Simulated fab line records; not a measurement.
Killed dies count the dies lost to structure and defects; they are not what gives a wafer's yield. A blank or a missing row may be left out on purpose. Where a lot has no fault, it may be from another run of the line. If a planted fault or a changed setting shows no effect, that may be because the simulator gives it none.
2 desks looking at one fault + flow berkeleyCmos170 + what lay behind the numbers comes last; until then each desk has only its own

== THE METROLOGY DESK ==
What the gauges read, lot by lot, whatever tool the lot ran on: means of the sampled wafers that have a number. Marked OUT: a lot whose mean sits more than 4 standard deviations from the usual mean, which makes it out of limits; the brackets give that distance. It has 11 readings; the 7 that lie furthest out on some lot are the ones shown.
Columns: A = PSD_TW at UCB170_PSD_TW_MEAS_10, usual 2316; B = NSD_OVL at UCB170_NSD_OVL_MEAS_07, usual 0 nm; C = NSD_TW at UCB170_NSD_TW_MEAS_10, usual 4176; D = PSD_RS at UCB170_SDANNEAL_RS_MEAS_02, usual 75.5 ohm/sq; E = NSD_RS at UCB170_SDANNEAL_RS_MEAS_03, usual 37.26 ohm/sq; F = SILICIDE_TI_RS at UCB170_SILICIDE_RS_MEAS_02, usual 26.04 ohm/sq; G = SILICIDE_TI_THK at UCB170_SILICIDE_THK_MEAS_03, usual 30.93 nm
| lot  | first seen here | A    | B   | C    | D    | E     | F     | G     |
|------|-----------------|------|-----|------|------|-------|-------|-------|
| L424 | day 6 17:17     | 2328 | -2  | 4199 | 75.5 | 37.30 | 26.34 | 30.81 |
| L427 | day 7 04:27     | 2303 | 1   | 4234 | 75.9 | 37.20 | 25.42 | 31.27 |
| L428 | day 7 04:50     | 2298 | 0   | 4132 | 75.5 | 37.33 | 26.13 | 30.56 |
| L433 | day 8 11:47     | 2312 | -4  | 4167 | 75.6 | 37.13 | 26.01 | 31.09 |
| L432 | day 8 11:55     | 2338 | -5  | 4137 | 75.6 | 37.25 | 26.38 | 30.70 |
| L441 | day 10 15:55    | 2346 | -13 | 4180 | 75.4 | 37.20 | 26.02 | 30.96 |
This desk's finding: nothing out of limits on any of the 6 lots.

== TOOL OWNER'S DESK, implanter-02 ==
For each lot that ran on this tool, the mean over its sampled wafers that have a number, from the tool's own readings at UCB170_NSD_IMPLANT_08. Marked OUT: a lot whose mean sits more than 4 standard deviations from the usual mean, which makes it out of limits; the brackets give that distance.
Columns: A = beamOnS at UCB170_NSD_IMPLANT_08, usual 10.07 s
| lot  | first seen here | A     |
|------|-----------------|-------|
| L427 | day 7 06:07     | 10.32 |
| L433 | day 8 13:39     | 10.07 |
| L432 | day 8 13:49     | 10.34 |
This desk's finding: nothing out of limits on any of the 3 lots.

== BROUGHT TOGETHER ==
The metrology desk saw nothing out of limits.
The tool owner's desk saw nothing out of limits.

== WHAT WAS PUT IN BY THE SIMULATOR ==
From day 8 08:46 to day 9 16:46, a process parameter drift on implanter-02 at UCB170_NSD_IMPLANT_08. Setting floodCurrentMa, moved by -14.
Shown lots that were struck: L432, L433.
